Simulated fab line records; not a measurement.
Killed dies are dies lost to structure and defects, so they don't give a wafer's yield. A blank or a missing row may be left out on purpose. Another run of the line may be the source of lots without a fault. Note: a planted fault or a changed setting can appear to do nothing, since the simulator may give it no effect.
Which of the tools did it? || flow berkeley-cmos170 || Sampling: 13 lots, 39 wafers, 5 of 331 route steps

WHAT EACH GAUGE READ, for each wafer
UCB170_SCREENOX_THK_MEAS_02. Usual: SCREENOX_OXIDE_THK 14.29 nm, standard deviation 0.26.
{"lot": "L274", "measured": "day 6 05:34", "on": "film-metro-01", "SCREENOX_OXIDE_THK (nm)": "13.96 14.12 14.13", "flag": ""}
{"lot": "L275", "measured": "day 6 14:05", "on": "film-metro-01", "SCREENOX_OXIDE_THK (nm)": "14.15 13.91 13.98", "flag": ""}
{"lot": "L277", "measured": "day 7 01:53", "on": "film-metro-04", "SCREENOX_OXIDE_THK (nm)": "14.03 14.02 13.86", "flag": ""}
{"lot": "L278", "measured": "day 7 01:53", "on": "film-metro-01", "SCREENOX_OXIDE_THK (nm)": "13.99 14.17 14.20", "flag": ""}
{"lot": "L280", "measured": "day 7 14:53", "on": "film-metro-03", "SCREENOX_OXIDE_THK (nm)": "14.33 14.32 14.19", "flag": ""}
{"lot": "L279", "measured": "day 7 14:53", "on": "film-metro-04", "SCREENOX_OXIDE_THK (nm)": "14.33 14.41 14.44", "flag": ""}
{"lot": "L281", "measured": "day 7 21:13", "on": "film-metro-03", "SCREENOX_OXIDE_THK (nm)": "14.10 14.21 14.15", "flag": ""}
{"lot": "L282", "measured": "day 7 21:13", "on": "film-metro-01", "SCREENOX_OXIDE_THK (nm)": "14.09 14.23 14.07", "flag": ""}
{"lot": "L286", "measured": "day 9 00:52", "on": "film-metro-03", "SCREENOX_OXIDE_THK (nm)": "14.36 14.59 14.18", "flag": ""}
{"lot": "L292", "measured": "day 10 07:35", "on": "film-metro-03", "SCREENOX_OXIDE_THK (nm)": "14.56 14.39 14.43", "flag": ""}
{"lot": "L291", "measured": "day 10 07:37", "on": "film-metro-01", "SCREENOX_OXIDE_THK (nm)": "14.70 14.50 14.57", "flag": ""}
{"lot": "L294", "measured": "day 10 15:12", "on": "film-metro-01", "SCREENOX_OXIDE_THK (nm)": "14.17 14.01 14.25", "flag": ""}
{"lot": "L296", "measured": "day 10 22:56", "on": "film-metro-03", "SCREENOX_OXIDE_THK (nm)": "14.69 14.91 14.95", "flag": ""}

UCB170_GATE_OVL_MEAS_13. Usual: GATE_OVL 0 nm, standard deviation 5.9.
{"lot": "L274", "measured": "day 7 02:50", "on": "overlay-01", "GATE_OVL (nm)": "-9 -4 7", "flag": ""}
{"lot": "L275", "measured": "day 7 14:31", "on": "overlay-01", "GATE_OVL (nm)": "-6 -11 -11", "flag": ""}
{"lot": "L277", "measured": "day 8 04:46", "on": "overlay-02", "GATE_OVL (nm)": "0 3 -8", "flag": ""}
{"lot": "L278", "measured": "day 8 04:41", "on": "overlay-01", "GATE_OVL (nm)": "-3 6 2", "flag": ""}
{"lot": "L280", "measured": "day 8 17:32", "on": "overlay-02", "GATE_OVL (nm)": "-15 -3 -2", "flag": ""}
{"lot": "L279", "measured": "day 8 17:16", "on": "overlay-01", "GATE_OVL (nm)": "2 1 4", "flag": ""}
{"lot": "L281", "measured": "day 9 02:39", "on": "overlay-02", "GATE_OVL (nm)": "-1 -1 0", "flag": ""}
{"lot": "L282", "measured": "day 9 02:17", "on": "overlay-01", "GATE_OVL (nm)": "4 5 4", "flag": ""}
{"lot": "L286", "measured": "day 10 05:19", "on": "overlay-01", "GATE_OVL (nm)": "-7 -4 1", "flag": ""}
{"lot": "L292", "measured": "day 11 08:39", "on": "overlay-02", "GATE_OVL (nm)": "4 3 -2", "flag": ""}
{"lot": "L291", "measured": "day 11 08:34", "on": "overlay-01", "GATE_OVL (nm)": "-5 -8 -2", "flag": ""}
{"lot": "L294", "measured": "day 11 13:41", "on": "overlay-02", "GATE_OVL (nm)": "7 7 11", "flag": ""}
{"lot": "L296", "measured": "day 11 22:26", "on": "overlay-02", "GATE_OVL (nm)": "-2 -2 -5", "flag": ""}

TOOL THAT RAN EACH LOT (tool first, then ch and the chambers of the sampled wafers, then the start)
{"lot": "L274", "UCB170_NWELL_ETCH_13": "rie-diel-02 ch 2,3, day 2 11:38", "UCB170_NWELL_STRIP_15": "plasma-asher-01 ch 0,1, day 2 11:55", "UCB170_ACTIVE_ETCH_15": "rie-diel-01 ch 1,2,3, day 5 00:56"}
{"lot": "L275", "UCB170_NWELL_ETCH_13": "rie-diel-03 ch 0,3, day 3 01:19", "UCB170_NWELL_STRIP_15": "plasma-asher-04 ch 0,1, day 3 01:36", "UCB170_ACTIVE_ETCH_15": "rie-diel-01 ch 0,1,2, day 5 07:29"}
{"lot": "L277", "UCB170_NWELL_ETCH_13": "rie-diel-01 ch 0,1,2, day 3 14:03", "UCB170_NWELL_STRIP_15": "plasma-asher-01 ch 0,1, day 3 14:18", "UCB170_ACTIVE_ETCH_15": "rie-diel-01 ch 1,2,3, day 5 21:37"}
{"lot": "L278", "UCB170_NWELL_ETCH_13": "rie-diel-03 ch 0,3, day 3 14:07", "UCB170_NWELL_STRIP_15": "plasma-asher-03 ch 0,1, day 3 14:22", "UCB170_ACTIVE_ETCH_15": "rie-diel-02 ch 0,2,3, day 5 21:50"}
{"lot": "L280", "UCB170_NWELL_ETCH_13": "rie-diel-01 ch 0,1,3, day 3 21:43", "UCB170_NWELL_STRIP_15": "plasma-asher-04 ch 0,1, day 3 21:58", "UCB170_ACTIVE_ETCH_15": "rie-diel-04 ch 2,3, day 6 03:56"}
{"lot": "L279", "UCB170_NWELL_ETCH_13": "rie-diel-02 ch 0,2, day 3 21:55", "UCB170_NWELL_STRIP_15": "plasma-asher-01 ch 0, day 3 22:10", "UCB170_ACTIVE_ETCH_15": "rie-diel-04 ch 2,3, day 6 04:28"}
{"lot": "L281", "UCB170_NWELL_ETCH_13": "rie-diel-01 ch 0,1,2, day 4 05:39", "UCB170_NWELL_STRIP_15": "plasma-asher-03 ch 0,1, day 4 05:55", "UCB170_ACTIVE_ETCH_15": "rie-diel-01 ch 0,1,3, day 6 13:09"}
{"lot": "L282", "UCB170_NWELL_ETCH_13": "rie-diel-03 ch 0,2,3, day 4 05:56", "UCB170_NWELL_STRIP_15": "plasma-asher-04 ch 0,1, day 4 06:11", "UCB170_ACTIVE_ETCH_15": "rie-diel-02 ch 0,1,2, day 6 13:01"}
{"lot": "L286", "UCB170_NWELL_ETCH_13": "rie-diel-03 ch 0,2,3, day 5 05:19", "UCB170_NWELL_STRIP_15": "plasma-asher-03 ch 0,1, day 5 05:34", "UCB170_ACTIVE_ETCH_15": "rie-diel-02 ch 2,3, day 7 15:22"}
{"lot": "L292", "UCB170_NWELL_ETCH_13": "rie-diel-01 ch 0,3, day 6 11:27", "UCB170_NWELL_STRIP_15": "plasma-asher-01 ch 0,1, day 6 11:42", "UCB170_ACTIVE_ETCH_15": "rie-diel-02 ch 0,3, day 8 23:08"}
{"lot": "L291", "UCB170_NWELL_ETCH_13": "rie-diel-02 ch 0,1,3, day 6 11:35", "UCB170_NWELL_STRIP_15": "plasma-asher-04 ch 0,1, day 6 11:52", "UCB170_ACTIVE_ETCH_15": "rie-diel-04 ch 1,2, day 8 22:53"}
{"lot": "L294", "UCB170_NWELL_ETCH_13": "rie-diel-01 ch 0,1, day 6 21:05", "UCB170_NWELL_STRIP_15": "plasma-asher-03 ch 0,1, day 6 21:22", "UCB170_ACTIVE_ETCH_15": "rie-diel-01 ch 0,1,2, day 9 06:55"}
{"lot": "L296", "UCB170_NWELL_ETCH_13": "rie-diel-02 ch 0,1,3, day 7 04:32", "UCB170_NWELL_STRIP_15": "plasma-asher-04 ch 0,1, day 7 04:47", "UCB170_ACTIVE_ETCH_15": "rie-diel-04 ch 0,1,3, day 9 18:13"}
- UCB170_NWELL_ETCH_13: etches Si3N4 in CH3F/Ar/O2, stops on SiO2, target depth 246.4 nm, time 154 s.
- UCB170_NWELL_STRIP_15: strips in O2.
- UCB170_ACTIVE_ETCH_15: etches Si3N4 in CH3F/Ar/O2, stops on SiO2, target depth 242 nm, time 151 s.

WHAT THE TOOLS THEMSELVES READ (means of the sampled wafers that have a number; where no wafer has one, the mark that the record gives instead)
UCB170_NWELL_ETCH_13. Usual: drypump-motor-current-A 5.3 A, standard deviation 0.4; oes-product-au 0.940 a.u., standard deviation 0.013; throttle-valve-pct 8.05 %, standard deviation 0.17.
{"lot": "L274", "tool": "rie-diel-02", "drypump-motor-current-A (A)": 5.1, "oes-product-au (a.u.)": 0.945, "throttle-valve-pct (%)": 8.00, "flag": ""}
{"lot": "L275", "tool": "rie-diel-03", "drypump-motor-current-A (A)": 5.6, "oes-product-au (a.u.)": 0.946, "throttle-valve-pct (%)": 8.04, "flag": ""}
{"lot": "L277", "tool": "rie-diel-01", "drypump-motor-current-A (A)": 5.2, "oes-product-au (a.u.)": 0.937, "throttle-valve-pct (%)": 8.22, "flag": ""}
{"lot": "L278", "tool": "rie-diel-03", "drypump-motor-current-A (A)": 5.6, "oes-product-au (a.u.)": 0.954, "throttle-valve-pct (%)": 8.05, "flag": ""}
{"lot": "L280", "tool": "rie-diel-01", "drypump-motor-current-A (A)": 5.3, "oes-product-au (a.u.)": 0.926, "throttle-valve-pct (%)": 8.21, "flag": ""}
{"lot": "L279", "tool": "rie-diel-02", "drypump-motor-current-A (A)": 5.1, "oes-product-au (a.u.)": 0.950, "throttle-valve-pct (%)": 7.86, "flag": ""}
{"lot": "L281", "tool": "rie-diel-01", "drypump-motor-current-A (A)": 5.2, "oes-product-au (a.u.)": 0.925, "throttle-valve-pct (%)": 8.22, "flag": ""}
{"lot": "L282", "tool": "rie-diel-03", "drypump-motor-current-A (A)": 5.5, "oes-product-au (a.u.)": 0.943, "throttle-valve-pct (%)": 7.95, "flag": ""}
{"lot": "L286", "tool": "rie-diel-03", "drypump-motor-current-A (A)": 5.5, "oes-product-au (a.u.)": 0.915, "throttle-valve-pct (%)": 7.95, "flag": ""}
{"lot": "L292", "tool": "rie-diel-01", "drypump-motor-current-A (A)": 5.3, "oes-product-au (a.u.)": 0.951, "throttle-valve-pct (%)": 8.13, "flag": ""}
{"lot": "L291", "tool": "rie-diel-02", "drypump-motor-current-A (A)": 5.1, "oes-product-au (a.u.)": 0.938, "throttle-valve-pct (%)": 7.99, "flag": ""}
{"lot": "L294", "tool": "rie-diel-01", "drypump-motor-current-A (A)": 5.4, "oes-product-au (a.u.)": 0.936, "throttle-valve-pct (%)": 8.27, "flag": ""}
{"lot": "L296", "tool": "rie-diel-02", "drypump-motor-current-A (A)": 5.1, "oes-product-au (a.u.)": 0.938, "throttle-valve-pct (%)": 7.99, "flag": ""}

UCB170_NWELL_STRIP_15. Usual: drypump-motor-current-A 5.6 A, standard deviation 0.4; oes-product-au 0.721 a.u., standard deviation 0.0041; strip-time-to-endpoint-s 18.03 s, standard deviation 0.091.
{"lot": "L274", "tool": "plasma-asher-01", "drypump-motor-current-A (A)": 5.2, "oes-product-au (a.u.)": 0.717, "strip-time-to-endpoint-s (s)": 18.10, "flag": ""}
{"lot": "L275", "tool": "plasma-asher-04", "drypump-motor-current-A (A)": 5.7, "oes-product-au (a.u.)": 0.722, "strip-time-to-endpoint-s (s)": 18.06, "flag": ""}
{"lot": "L277", "tool": "plasma-asher-01", "drypump-motor-current-A (A)": 5.3, "oes-product-au (a.u.)": 0.720, "strip-time-to-endpoint-s (s)": 18.00, "flag": ""}
{"lot": "L278", "tool": "plasma-asher-03", "drypump-motor-current-A (A)": 5.7, "oes-product-au (a.u.)": 0.720, "strip-time-to-endpoint-s (s)": 18.10, "flag": ""}
{"lot": "L280", "tool": "plasma-asher-04", "drypump-motor-current-A (A)": 5.4, "oes-product-au (a.u.)": 0.717, "strip-time-to-endpoint-s (s)": 18.11, "flag": ""}
{"lot": "L279", "tool": "plasma-asher-01", "drypump-motor-current-A (A)": 5.7, "oes-product-au (a.u.)": 0.727, "strip-time-to-endpoint-s (s)": 18.01, "flag": ""}
{"lot": "L281", "tool": "plasma-asher-03", "drypump-motor-current-A (A)": 5.7, "oes-product-au (a.u.)": 0.721, "strip-time-to-endpoint-s (s)": 18.08, "flag": ""}
{"lot": "L282", "tool": "plasma-asher-04", "drypump-motor-current-A (A)": 5.4, "oes-product-au (a.u.)": 0.722, "strip-time-to-endpoint-s (s)": 18.00, "flag": ""}
{"lot": "L286", "tool": "plasma-asher-03", "drypump-motor-current-A (A)": 5.9, "oes-product-au (a.u.)": 0.725, "strip-time-to-endpoint-s (s)": 18.56, "flag": "OFF"}
{"lot": "L292", "tool": "plasma-asher-01", "drypump-motor-current-A (A)": 5.5, "oes-product-au (a.u.)": 0.721, "strip-time-to-endpoint-s (s)": 17.84, "flag": ""}
{"lot": "L291", "tool": "plasma-asher-04", "drypump-motor-current-A (A)": 5.4, "oes-product-au (a.u.)": 0.719, "strip-time-to-endpoint-s (s)": 18.07, "flag": ""}
{"lot": "L294", "tool": "plasma-asher-03", "drypump-motor-current-A (A)": 5.6, "oes-product-au (a.u.)": 0.719, "strip-time-to-endpoint-s (s)": 17.96, "flag": ""}
{"lot": "L296", "tool": "plasma-asher-04", "drypump-motor-current-A (A)": 5.7, "oes-product-au (a.u.)": 0.719, "strip-time-to-endpoint-s (s)": 18.17, "flag": ""}

UCB170_ACTIVE_ETCH_15. Usual: drypump-motor-current-A 5.20 A, standard deviation 0.24; oes-product-au 0.937 a.u., standard deviation 0.013; throttle-valve-pct 8.10 %, standard deviation 0.14.
{"lot": "L274", "tool": "rie-diel-01", "drypump-motor-current-A (A)": 5.17, "oes-product-au (a.u.)": 0.929, "throttle-valve-pct (%)": 8.20, "flag": ""}
{"lot": "L275", "tool": "rie-diel-01", "drypump-motor-current-A (A)": 5.18, "oes-product-au (a.u.)": 0.935, "throttle-valve-pct (%)": 8.21, "flag": ""}
{"lot": "L277", "tool": "rie-diel-01", "drypump-motor-current-A (A)": 5.19, "oes-product-au (a.u.)": 0.945, "throttle-valve-pct (%)": 8.20, "flag": ""}
{"lot": "L278", "tool": "rie-diel-02", "drypump-motor-current-A (A)": 5.08, "oes-product-au (a.u.)": 0.949, "throttle-valve-pct (%)": 7.94, "flag": ""}
{"lot": "L280", "tool": "rie-diel-04", "drypump-motor-current-A (A)": 5.30, "oes-product-au (a.u.)": 0.931, "throttle-valve-pct (%)": 8.06, "flag": ""}
{"lot": "L279", "tool": "rie-diel-04", "drypump-motor-current-A (A)": 5.31, "oes-product-au (a.u.)": 0.923, "throttle-valve-pct (%)": 8.05, "flag": ""}
{"lot": "L281", "tool": "rie-diel-01", "drypump-motor-current-A (A)": 5.32, "oes-product-au (a.u.)": 0.947, "throttle-valve-pct (%)": 8.21, "flag": ""}
{"lot": "L282", "tool": "rie-diel-02", "drypump-motor-current-A (A)": 5.21, "oes-product-au (a.u.)": 0.946, "throttle-valve-pct (%)": 8.03, "flag": ""}
{"lot": "L286", "tool": "rie-diel-02", "drypump-motor-current-A (A)": 5.25, "oes-product-au (a.u.)": 0.946, "throttle-valve-pct (%)": 8.03, "flag": ""}
{"lot": "L292", "tool": "rie-diel-02", "drypump-motor-current-A (A)": 4.96, "oes-product-au (a.u.)": 0.936, "throttle-valve-pct (%)": 7.90, "flag": ""}
{"lot": "L291", "tool": "rie-diel-04", "drypump-motor-current-A (A)": 5.11, "oes-product-au (a.u.)": 0.922, "throttle-valve-pct (%)": 8.10, "flag": ""}
{"lot": "L294", "tool": "rie-diel-01", "drypump-motor-current-A (A)": 5.19, "oes-product-au (a.u.)": 0.945, "throttle-valve-pct (%)": 8.21, "flag": ""}
{"lot": "L296", "tool": "rie-diel-04", "drypump-motor-current-A (A)": 5.40, "oes-product-au (a.u.)": 0.941, "throttle-valve-pct (%)": 8.12, "flag": ""}

THE ANSWER, worked out from the rows above alone
Rule: a lot counts as off when the mean over its wafers that have a number is more than 3 standard deviations away from the usual mean. A lot without any number at a reading at which 4 lots or more have one is off too. Any other lot the step has rows for is counted as sound. First the gauges in route order, then the tools' own readings, where a lot's mean is used as printed above. At the first step where some lot is off, the reading lying furthest off is the one used; lots without a number count as furthest.
Off at UCB170_NWELL_STRIP_15 (strip-time-to-endpoint-s): L286.
If a tool, at that step or one of the process steps before it, ran each lot that is off and ran no sound lot following the first of them, it fits. One candidate fits, namely rie-diel-03 at UCB170_NWELL_ETCH_13. Its last sound lot is L282 (day 4 05:56), its first lot that is off L286 (day 5 05:19): a fault that began between those two fits.

WHAT HAD BEEN PUT IN BY THE SIMULATOR
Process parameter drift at UCB170_NWELL_ETCH_13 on rie-diel-03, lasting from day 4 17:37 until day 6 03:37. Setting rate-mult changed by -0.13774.
Struck lots among those shown: L286. The rule above found the same.
